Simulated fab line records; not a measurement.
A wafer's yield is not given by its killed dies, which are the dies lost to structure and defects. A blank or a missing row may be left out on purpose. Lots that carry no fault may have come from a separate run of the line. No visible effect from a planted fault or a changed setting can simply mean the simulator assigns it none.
fab line records	flow rit-cmos	part 1 of 2: steps 1 to 33 of 46
record: lots: 5	wafers: 15	last-day: 7
route steps=202 shown NWELL@31 PWELL@39 WELLDRIVE@50 NRETRO@53 PRETRO@64 GATE@75
lots untouched by any fault: they come from a run of this same line in which no faults occurred
start-h: start of the lot's first displayed wafer, in hours after the record's first day	wait-h: hours from the lot's prior step to this one	" the same as in the row above	L1.1+2: a row that stands for several wafers	- either no value or no given start	* or withheld: withheld	< > ~ a bound
route shown NAME@n: a module of which the file shows steps, and the number in the route of the first	usual: the fault-free wafers' mean and standard deviation	same: alike in all rows	chamber/n: place in a boat	sites: per-site readings	_std_site: the values' standard deviation	_edge_site: inner sites' mean taken away from outer sites' mean	radius-mm: how far each site lies from the wafer's centre	mask NAME#n: copy n	behind: the tool/chamber that last shaped the wafer	hold: what put the lot on hold/how long, in hours/how the hold closed	device: the n, p or np transistor that did not switch	end of line: tests of these same wafers at the route's end	a step without rows: its recipe alone	killed: count of dies lost to structure and defects at first sort (not the wafer's yield)	map: dies across one wafer; x = killed, . = not, _ = none there
set.NAME: the run value of the setting; set.NAME@STEP: its run value at that earlier step	model.NAME: the simulator's own value behind a step, which no gauge read
a table for each step, a row for each wafer; lots at some steps of the route
services: when a tool's chamber went out of use (start-h, in hours from the record's first day, below 0 if earlier), for how many hours, and the reason
== steps ==
step: RIT_NWELL_EXPOSE_03
recipe: mask-id: M2	na: 0.57	target-cd-nm: 43900	dose-mj: 250
lot.wafer	tool	chamber	start-h	wait-h	mask
L075.3+5+6	iline-stepper-02	0	27.01	0.2	M2#0
L085.2+3+4	iline-stepper-01	0	75.72	0.2	M2#0
L090.2+4+6	iline-stepper-01	0	99.86	0.2	M2#0
L094.1+4+5	iline-stepper-01	0	120.85	0.4	M2#0
L096.3+4+5	iline-stepper-02	0	129.98	0.2	M2#0
step: RIT_NWELL_PEB_04
recipe: resist: NOVOLAK	temp-c: withheld	time-s: withheld
lot.wafer	tool	chamber	start-h	wait-h
L075.3+5+6	litho-track-02	0	27.14	0.1
L085.2+3+4	litho-track-02	0	75.84	0.1
L090.2+4+6	litho-track-04	0	99.98	0.1
L094.1+4+5	litho-track-04	0	120.97	0.1
L096.3+4+5	litho-track-04	0	130.10	0.1
step: RIT_NWELL_DEVELOP_05
recipe: resist: NOVOLAK	develop-time-s: 68	dev-temp-c: 23
lot.wafer	tool	chamber	start-h	wait-h
L075.3+5+6	litho-track-02	0	-	-
L085.2+3+4	litho-track-02	0	-	-
L090.2+4+6	litho-track-04	0	-	-
L094.1+4+5	litho-track-04	0	-	-
L096.3+4+5	litho-track-04	0	-	-
step: RIT_NWELL_OVL_MEAS_06
usual: NWELL_OVL: 0.9/1.5
lot.wafer	tool	chamber	start-h	wait-h	NWELL_OVL[nm]
L075.3	overlay-01	-	27.42	-	3.4
L075.5	"	-	"	"	2.1
L075.6	"	-	"	"	3.5
L085.2	overlay-02	-	76.14	-	1.1
L085.3	"	-	"	"	1.1
L085.4	"	-	"	"	2.3
L090.2	overlay-01	-	100.27	-	2.9
L090.4	"	-	"	"	0.5
L090.6	"	-	"	"	2.5
L094.1	overlay-01	-	121.29	-	0.5
L094.4	"	-	"	"	1.2
L094.5	"	-	"	"	-0.4
L096.3	overlay-02	-	130.38	-	1.0
L096.4	"	-	"	"	1.6
L096.5	"	-	"	"	1.9
step: RIT_NWELL_HARDBAKE_07
recipe: resist: NOVOLAK	temp-c: 140	time-s: 120
lot.wafer	tool	chamber	start-h	wait-h
L075.3+5+6	litho-track-04	0	27.52	0.1
L085.2+3+4	litho-track-01	0	76.21	0.1
L090.2+4+6	litho-track-04	0	100.34	0.1
L094.1+4+5	litho-track-01	0	121.35	0.1
L096.3+4+5	litho-track-01	0	130.49	0.1
step: RIT_NWELL_IMPLANT_08
recipe: species: P	energy-kev: 170	dose-cm2: 5e+13	tilt-deg: 7
usual: beam-on-s: 9.99/0.22	dose-ions-cm2: 4.999e+13/5.3e+10	tilt-deg: 6.998/0.018
lot.wafer	tool	chamber	start-h	wait-h	beam-on-s	dose-ions-cm2	tilt-deg
L075.3	implanter-01	0	27.74	0.2	10.13	5.007e+13	7.015
L075.5	"	0	"	"	10.21	5e+13	7.030
L075.6	"	0	"	"	9.71	4.996e+13	7.028
L085.2	implanter-03	0	76.44	0.2	9.79	5.009e+13	7.009
L085.3	"	0	"	"	10.12	4.994e+13	7.019
L085.4	"	0	"	"	9.84	4.999e+13	6.998
L090.2	implanter-01	0	100.58	0.2	9.78	4.999e+13	6.974
L090.4	"	0	"	"	10.01	4.997e+13	7.024
L090.6	"	0	"	"	10.08	5.001e+13	6.983
L094.1	implanter-02	0	121.60	0.2	9.65	4.99e+13	7.011
L094.4	"	0	"	"	10.69	4.997e+13	6.978
L094.5	"	0	"	"	9.75	4.994e+13	6.991
L096.3	implanter-03	0	130.70	0.2	10.22	4.997e+13	6.988
L096.4	"	0	"	"	9.91	4.993e+13	6.988
L096.5	"	0	"	"	10.01	4.992e+13	6.983
step: RIT_NWELL_STRIP_09
recipe: chemistry: O2	time-s: 180	resist: NOVOLAK	platen-temp-c: withheld	power-w: 500	pressure-mtorr: 4000	o2-flow-sccm: 4000
usual: chamber-pressure-mTorr: 3999/3.7	drypump-motor-current-A: 5.4/0.52
lot.wafer	tool	chamber	start-h	wait-h	chamber-pressure-mTorr	drypump-motor-current-A	rf-hours-counter-h
L075.3	plasma-asher-04	1	27.90	0.1	4002	5.7	-
L075.5	"	0	"	"	4002	5.9	-
L075.6	"	1	"	"	4005	5.7	-
L085.2	plasma-asher-03	0	76.57	0.1	3998	5.8	45
L085.3	"	0	"	"	3996	5.8	-
L085.4	"	1	"	"	4005	4.8	-
L090.2	plasma-asher-02	0	100.70	0.1	4000	6.1	29
L090.4	"	0	"	"	3998	6.1	-
L090.6	"	0	"	"	3997	6.1	-
L094.1	plasma-asher-03	1	121.75	0.1	4000	4.8	50
L094.4	"	1	"	"	4000	4.8	-
L094.5	"	1	"	"	3998	4.8	-
L096.3	plasma-asher-03	0	130.86	0.1	4002	5.8	-
L096.4	"	1	"	"	3997	4.8	-
L096.5	"	0	"	"	4000	5.8	-
step: RIT_NWELL_TW_MEAS_10
usual: NWELL_TW: 2163/10
lot.wafer	tool	chamber	start-h	wait-h	NWELL_TW
L075.3	film-metro-02	-	28.04	0.1	2163
L075.5	"	-	"	"	2151
L075.6	"	-	"	"	2168
L085.2	film-metro-02	-	76.75	0.1	2156
L085.3	"	-	"	"	2162
L085.4	"	-	"	"	2161
L090.2	film-metro-02	-	100.89	0.1	2149
L090.4	"	-	"	"	2169
L090.6	"	-	"	"	2166
L094.1	film-metro-03	-	121.92	0.1	2173
L094.4	"	-	"	"	2159
L094.5	"	-	"	"	2176
L096.3	film-metro-04	-	131.00	0.1	2161
L096.4	"	-	"	"	2156
L096.5	"	-	"	"	2158
step: RIT_PWELL_HMDS_00
recipe: prime-time-s: 60	prime-temp-c: 140
lot.wafer	tool	chamber	start-h	wait-h
L075.3+5+6	litho-track-04	0	28.13	0.1
L085.2+3+4	litho-track-01	0	76.89	0.1
L090.2+4+6	litho-track-03	0	100.96	0.1
L094.1+4+5	litho-track-04	0	121.98	0.1
L096.3+4+5	litho-track-01	0	131.09	0.1
step: RIT_PWELL_COAT_01
recipe: resist: NOVOLAK	spin-rpm: 2000	resist-thk-nm: 1300
lot.wafer	tool	chamber	start-h	wait-h
L075.3+5+6	litho-track-04	0	28.28	0.1
L085.2+3+4	litho-track-01	0	77.04	0.1
L090.2+4+6	litho-track-03	0	101.11	0.1
L094.1+4+5	litho-track-04	0	122.13	0.1
L096.3+4+5	litho-track-01	0	131.24	0.1
step: RIT_PWELL_SOFTBAKE_02
recipe: resist: NOVOLAK	temp-c: 90	time-s: 60
lot.wafer	tool	chamber	start-h	wait-h
L075.3+5+6	litho-track-04	0	28.43	0.1
L085.2+3+4	litho-track-01	0	77.19	0.1
L090.2+4+6	litho-track-03	0	101.26	0.1
L094.1+4+5	litho-track-04	0	122.28	0.1
L096.3+4+5	litho-track-01	0	131.39	0.1
step: RIT_PWELL_EXPOSE_03
recipe: mask-id: M3	na: 0.57	target-cd-nm: 43700	dose-mj: 250
lot.wafer	tool	chamber	start-h	wait-h	mask
L075.3+5+6	iline-stepper-02	0	28.57	0.1	M3#0
L085.2+3+4	iline-stepper-01	0	77.46	0.2	M3#0
L090.2+4+6	iline-stepper-01	0	101.60	0.3	M3#0
L094.1+4+5	iline-stepper-02	0	122.56	0.2	M3#0
L096.3+4+5	iline-stepper-02	0	131.53	0.1	M3#0
step: RIT_PWELL_PEB_04
recipe: resist: NOVOLAK	temp-c: withheld	time-s: withheld
lot.wafer	tool	chamber	start-h	wait-h
L075.3+5+6	litho-track-04	0	28.69	0.1
L085.2+3+4	litho-track-04	0	77.59	0.1
L090.2+4+6	litho-track-03	0	101.73	0.1
L094.1+4+5	litho-track-03	0	122.68	0.1
L096.3+4+5	litho-track-01	0	131.82	0.3
step: RIT_PWELL_DEVELOP_05
recipe: resist: NOVOLAK	develop-time-s: 68	dev-temp-c: 23
lot.wafer	tool	chamber	start-h	wait-h
L075.3+5+6	litho-track-04	0	-	-
L085.2+3+4	litho-track-04	0	-	-
L090.2+4+6	litho-track-03	0	-	-
L094.1+4+5	litho-track-03	0	-	-
L096.3+4+5	litho-track-01	0	-	-
step: RIT_PWELL_OVL_MEAS_06
usual: PWELL_OVL: -0.2/1.1
lot.wafer	tool	chamber	start-h	wait-h	PWELL_OVL[nm]
L075.3	overlay-01	-	29.00	-	0.2
L075.5	"	-	"	"	0.4
L075.6	"	-	"	"	-1.1
L085.2	overlay-01	-	77.88	-	0.3
L085.3	"	-	"	"	1.3
L085.4	"	-	"	"	1.0
L090.2	overlay-02	-	102.02	-	-1.0
L090.4	"	-	"	"	-0.5
L090.6	"	-	"	"	0.4
L094.1	overlay-01	-	122.99	-	0.9
L094.4	"	-	"	"	-0.2
L094.5	"	-	"	"	-0.8
L096.3	overlay-02	-	132.10	-	-0.8
L096.4	"	-	"	"	-0.4
L096.5	"	-	"	"	-0.9
step: RIT_PWELL_HARDBAKE_07
recipe: resist: NOVOLAK	temp-c: 140	time-s: 120
lot.wafer	tool	chamber	start-h	wait-h
L075.3+5+6	litho-track-01	0	29.10	0.1
L085.2+3+4	litho-track-03	0	77.95	0.1
L090.2+4+6	litho-track-03	0	102.09	0.1
L094.1+4+5	litho-track-04	0	123.03	0.0
L096.3+4+5	litho-track-04	0	132.20	0.1
step: RIT_PWELL_IMPLANT_08
recipe: species: B	energy-kev: 170	dose-cm2: 7e+13	tilt-deg: 7
usual: beam-on-s: 9.99/0.2	dose-ions-cm2: 7e+13/7.6e+10	tilt-deg: 6.999/0.022
lot.wafer	tool	chamber	start-h	wait-h	beam-on-s	dose-ions-cm2	tilt-deg
L075.3	implanter-03	0	29.32	0.2	10.24	7.014e+13	7.018
L075.5	"	0	"	"	10.20	6.999e+13	7.033
L075.6	"	0	"	"	9.94	7.003e+13	7.034
L085.2	implanter-03	0	78.18	0.2	10.11	7.007e+13	7.046
L085.3	"	0	"	"	10.16	6.999e+13	7.031
L085.4	"	0	"	"	9.74	7.006e+13	6.997
L090.2	implanter-04	0	102.33	0.2	10.04	7.013e+13	7.004
L090.4	"	0	"	"	10.33	7.015e+13	6.990
L090.6	"	0	"	"	9.99	6.998e+13	6.986
L094.1	implanter-04	0	123.28	0.2	10.00	6.997e+13	7.000
L094.4	"	0	"	"	10.10	6.992e+13	7.016
L094.5	"	0	"	"	10.20	6.993e+13	7.006
L096.3	implanter-03	0	132.42	0.2	9.95	7.005e+13	7.056
L096.4	"	0	"	"	10.01	6.993e+13	7.016
L096.5	"	0	"	"	9.90	7.003e+13	7.023
step: RIT_PWELL_STRIP_09
recipe: chemistry: O2	time-s: 180	resist: NOVOLAK	platen-temp-c: withheld	power-w: 500	pressure-mtorr: 4000	o2-flow-sccm: 4000
usual: chamber-pressure-mTorr: 4000/3.9	drypump-motor-current-A: 5.6/0.53
lot.wafer	tool	chamber	start-h	wait-h	chamber-pressure-mTorr	drypump-motor-current-A	rf-hours-counter-h
L075.3	plasma-asher-01	0	29.48	0.1	4003	5.4	-
L075.5	"	1	"	"	4001	6.2	-
L075.6	"	0	"	"	4001	5.4	-
L085.2	plasma-asher-02	1	78.31	0.1	4007	4.9	27
L085.3	"	0	"	"	3996	6.1	-
L085.4	"	1	"	"	3997	4.9	-
L090.2	plasma-asher-01	0	102.45	0.1	3999	5.4	47
L090.4	"	0	"	"	4001	5.4	-
L090.6	"	0	"	"	3998	5.4	-
L094.1	plasma-asher-01	1	123.43	0.1	4004	6.1	50
L094.4	"	1	"	"	4003	6.2	-
L094.5	"	0	"	"	4003	5.4	-
L096.3	plasma-asher-02	1	132.58	0.1	3998	4.9	-
L096.4	"	0	"	"	4002	6.1	-
L096.5	"	1	"	"	3997	4.9	-
step: RIT_PWELL_TW_MEAS_10
usual: PWELL_TW: 960/4.1
lot.wafer	tool	chamber	start-h	wait-h	PWELL_TW
L075.3	film-metro-04	-	29.61	0.1	956
L075.5	"	-	"	"	962
L075.6	"	-	"	"	957
L085.2	film-metro-04	-	78.49	0.1	953
L085.3	"	-	"	"	956
L085.4	"	-	"	"	962
L090.2	film-metro-04	-	102.64	0.1	960
L090.4	"	-	"	"	961
L090.6	"	-	"	"	957
L094.1	film-metro-03	-	123.60	0.1	961
L094.4	"	-	"	"	962
L094.5	"	-	"	"	959
L096.3	film-metro-02	-	132.72	0.1	953
L096.4	"	-	"	"	962
L096.5	"	-	"	"	956
step: RIT_WELLDRIVE_ANNEAL_00
recipe: temp-c: 1100	time-s: 14700	ambient: N2
usual: tube_center_temp_C_max: 1102.8/0.48	zone-power-load-pct: 43/3.6
lot.wafer	tool	chamber	start-h	wait-h	tube_center_temp_C_max	zone-power-load-pct
L075.3	furnace-01	0	29.65	0.0	1102.2	48
L075.5	"	0	"	"	1103.1	48
L075.6	"	0	"	"	1102.9	47
L085.2	furnace-02	0	78.54	0.0	1103.1	43
L085.3	"	0	"	"	1102.5	44
L085.4	"	0	"	"	1103.0	43
L090.2	furnace-03	0	102.69	0.0	1103.1	40
L090.4	"	0	"	"	1103.9	39
L090.6	"	0	"	"	1102.2	40
L094.1	furnace-01	0	123.66	0.1	1103.2	48
L094.4	"	0	"	"	1102.4	49
L094.5	"	0	"	"	1103.1	48
L096.3	furnace-01	0	132.76	0.0	1102.4	48
L096.4	"	0	"	"	1102.6	47
L096.5	"	0	"	"	1101.9	48
step: RIT_WELLDRIVE_RS_MEAS_01
recipe: thk-meas-gauge: four-point-probe
usual: NWELL_RS: 275.5/0.85
lot.wafer	tool	chamber	start-h	wait-h	NWELL_RS[ohm/sq]
L075.3	film-metro-03	-	34.78	0.0	276.5
L075.5	"	-	"	"	275.8
L075.6	"	-	"	"	276.1
L085.2	film-metro-03	-	83.65	0.0	274.7
L085.3	"	-	"	"	274.9
L085.4	"	-	"	"	274.6
L090.2	film-metro-02	-	107.79	0.0	275.2
L090.4	"	-	"	"	274.5
L090.6	"	-	"	"	274.8
L094.1	film-metro-03	-	128.74	0.0	274.6
L094.4	"	-	"	"	274.5
L094.5	"	-	"	"	274.9
L096.3	film-metro-03	-	137.88	0.0	275.7
L096.4	"	-	"	"	275.0
L096.5	"	-	"	"	275.1
step: RIT_WELLDRIVE_RS_MEAS_02
recipe: thk-meas-gauge: four-point-probe
usual: PWELL_RS: 429.6/1.3
lot.wafer	tool	chamber	start-h	wait-h	PWELL_RS[ohm/sq]
L075.3	film-metro-03	-	34.90	0.1	427.9
L075.5	"	-	"	"	428.0
L075.6	"	-	"	"	428.3
L085.2	film-metro-03	-	83.77	0.1	430.2
L085.3	"	-	"	"	430.0
L085.4	"	-	"	"	430.5
L090.2	film-metro-02	-	107.91	0.1	430.7
L090.4	"	-	"	"	431.7
L090.6	"	-	"	"	431.6
L094.1	film-metro-03	-	128.86	0.1	428.5
L094.4	"	-	"	"	429.3
L094.5	"	-	"	"	428.6
L096.3	film-metro-03	-	138.00	0.1	429.8
L096.4	"	-	"	"	429.9
L096.5	"	-	"	"	429.9
step: RIT_NRETRO_HMDS_00
recipe: prime-time-s: 60	prime-temp-c: 140
lot.wafer	tool	chamber	start-h	wait-h
L075.3+5+6	litho-track-02	0	35.03	0.1
L085.2+3+4	litho-track-01	0	83.89	0.1
L090.2+4+6	litho-track-02	0	108.26	0.3
L094.1+4+5	litho-track-01	0	128.98	0.1
L096.3+4+5	litho-track-02	0	138.13	0.1
step: RIT_NRETRO_COAT_01
recipe: resist: NOVOLAK	spin-rpm: 2000	resist-thk-nm: 1300
lot.wafer	tool	chamber	start-h	wait-h
L075.3+5+6	litho-track-02	0	35.18	0.1
L085.2+3+4	litho-track-01	0	84.04	0.1
L090.2+4+6	litho-track-02	0	108.41	0.1
L094.1+4+5	litho-track-01	0	129.13	0.1
L096.3+4+5	litho-track-02	0	138.28	0.1
step: RIT_NRETRO_SOFTBAKE_02
recipe: resist: NOVOLAK	temp-c: 90	time-s: 60
lot.wafer	tool	chamber	start-h	wait-h
L075.3+5+6	litho-track-02	0	35.33	0.1
L085.2+3+4	litho-track-01	0	84.19	0.1
L090.2+4+6	litho-track-02	0	108.56	0.1
L094.1+4+5	litho-track-01	0	129.28	0.1
L096.3+4+5	litho-track-02	0	138.43	0.1
step: RIT_NRETRO_EXPOSE_03
recipe: mask-id: M4	na: 0.57	target-cd-nm: 43900	dose-mj: 250
lot.wafer	tool	chamber	start-h	wait-h	mask
L075.3+5+6	iline-stepper-02	0	35.59	0.2	M4#0
L085.2+3+4	iline-stepper-02	0	84.34	0.1	M4#0
L090.2+4+6	iline-stepper-01	0	108.71	0.1	M4#0
L094.1+4+5	iline-stepper-01	0	129.56	0.2	M4#0
L096.3+4+5	iline-stepper-02	0	138.69	0.2	M4#0
step: RIT_NRETRO_PEB_04
recipe: resist: NOVOLAK	temp-c: withheld	time-s: withheld
lot.wafer	tool	chamber	start-h	wait-h
L075.3+5+6	litho-track-03	0	35.72	0.1
L085.2+3+4	litho-track-02	0	84.46	0.1
L090.2+4+6	litho-track-03	0	108.84	0.1
L094.1+4+5	litho-track-01	0	129.68	0.1
L096.3+4+5	litho-track-01	0	138.82	0.1
step: RIT_NRETRO_DEVELOP_05
recipe: resist: NOVOLAK	develop-time-s: 68	dev-temp-c: 23
lot.wafer	tool	chamber	start-h	wait-h
L075.3+5+6	litho-track-03	0	-	-
L085.2+3+4	litho-track-02	0	-	-
L090.2+4+6	litho-track-03	0	-	-
L094.1+4+5	litho-track-01	0	-	-
L096.3+4+5	litho-track-01	0	-	-
step: RIT_NRETRO_OVL_MEAS_06
usual: NRETRO_OVL: -1.0/1.4
lot.wafer	tool	chamber	start-h	wait-h	NRETRO_OVL[nm]
L075.3	overlay-01	-	35.99	-	-0.4
L075.5	"	-	"	"	0.8
L075.6	"	-	"	"	-1.0
L085.2	overlay-01	-	84.75	-	1.9
L085.3	"	-	"	"	1.4
L085.4	"	-	"	"	2.4
L090.2	overlay-02	-	109.13	-	0.3
L090.4	"	-	"	"	-0.4
L090.6	"	-	"	"	-1.7
L094.1	overlay-01	-	129.99	-	-0.1
L094.4	"	-	"	"	-0.7
L094.5	"	-	"	"	-1.6
L096.3	overlay-02	-	139.10	-	1.8
L096.4	"	-	"	"	1.1
L096.5	"	-	"	"	-0.5
step: RIT_NRETRO_HARDBAKE_07
recipe: resist: NOVOLAK	temp-c: 140	time-s: 120
lot.wafer	tool	chamber	start-h	wait-h
L075.3+5+6	litho-track-02	0	36.10	0.1
L085.2+3+4	litho-track-02	0	84.83	0.1
L090.2+4+6	litho-track-01	0	109.21	0.1
L094.1+4+5	litho-track-02	0	130.02	0.0
L096.3+4+5	litho-track-01	0	139.20	0.1
step: RIT_NRETRO_IMPLANT_08
recipe: species: P	energy-kev: 70	dose-cm2: 1e+13	tilt-deg: 7
usual: beam-on-s: 10.00/0.19	dose-ions-cm2: 1e+13/1e+10	tilt-deg: 6.996/0.019
lot.wafer	tool	chamber	start-h	wait-h	beam-on-s	dose-ions-cm2	tilt-deg
L075.3	implanter-01	0	36.32	0.2	10.05	1.0019e+13	6.990
L075.5	"	0	"	"	9.93	1.001e+13	7.005
L075.6	"	0	"	"	9.89	9.997e+12	7.010
L085.2	implanter-02	0	85.06	0.2	10.16	9.975e+12	6.986
L085.3	"	0	"	"	9.90	9.994e+12	7.009
L085.4	"	0	"	"	9.80	1.0005e+13	6.988
L090.2	implanter-04	0	109.44	0.2	9.89	1.0003e+13	7.020
L090.4	"	0	"	"	9.92	1.0001e+13	7.039
L090.6	"	0	"	"	10.00	9.994e+12	6.977
L094.1	implanter-02	0	130.27	0.2	9.91	1.0012e+13	6.969
L094.4	"	0	"	"	9.98	9.984e+12	6.983
L094.5	"	0	"	"	10.02	1.0013e+13	7.005
L096.3	implanter-02	0	139.42	0.2	9.66	9.992e+12	7.004
L096.4	"	0	"	"	10.32	1.0007e+13	7.014
L096.5	"	0	"	"	10.42	1.0008e+13	7.014
step: RIT_NRETRO_STRIP_09
recipe: chemistry: O2	time-s: 180	resist: NOVOLAK	platen-temp-c: withheld	power-w: 500	pressure-mtorr: 4000	o2-flow-sccm: 4000
usual: chamber-pressure-mTorr: 4000/4	drypump-motor-current-A: 5.7/0.46
lot.wafer	tool	chamber	start-h	wait-h	chamber-pressure-mTorr	drypump-motor-current-A	rf-hours-counter-h
L075.3	plasma-asher-01	0	36.48	0.1	4003	5.4	-
L075.5	"	1	"	"	3999	6.1	-
L075.6	"	0	"	"	4004	5.4	-
L085.2	plasma-asher-02	1	85.18	0.1	4003	4.9	27
L085.3	"	0	"	"	3999	6.1	-
L085.4	"	1	"	"	3998	4.9	-
L090.2	plasma-asher-01	0	109.56	0.1	4000	5.4	48
L090.4	"	0	"	"	3999	5.4	-
L090.6	"	1	"	"	4000	6.1	-
L094.1	plasma-asher-04	1	130.42	0.1	4002	5.7	1
L094.4	"	1	"	"	4000	5.7	-
L094.5	"	0	"	"	3998	5.9	-
L096.3	plasma-asher-04	0	139.58	0.1	3997	5.9	-
L096.4	"	1	"	"	4003	5.7	-
L096.5	"	0	"	"	3998	5.9	-
step: RIT_NRETRO_TW_MEAS_10
usual: NRETRO_TW: 1033/17
lot.wafer	tool	chamber	start-h	wait-h	NRETRO_TW
L075.3	film-metro-01	-	36.61	0.1	1030
L075.5	"	-	"	"	1037
L075.6	"	-	"	"	1029
L085.2	film-metro-01	-	85.37	0.1	1023
L085.3	"	-	"	"	1027
L085.4	"	-	"	"	1023
L090.2	film-metro-01	-	109.75	0.1	1016
L090.4	"	-	"	"	1016
L090.6	"	-	"	"	1025
L094.1	film-metro-01	-	130.60	0.1	1022
L094.4	"	-	"	"	1026
L094.5	"	-	"	"	1021
L096.3	film-metro-01	-	139.72	0.1	1024
L096.4	"	-	"	"	1024
L096.5	"	-	"	"	1031
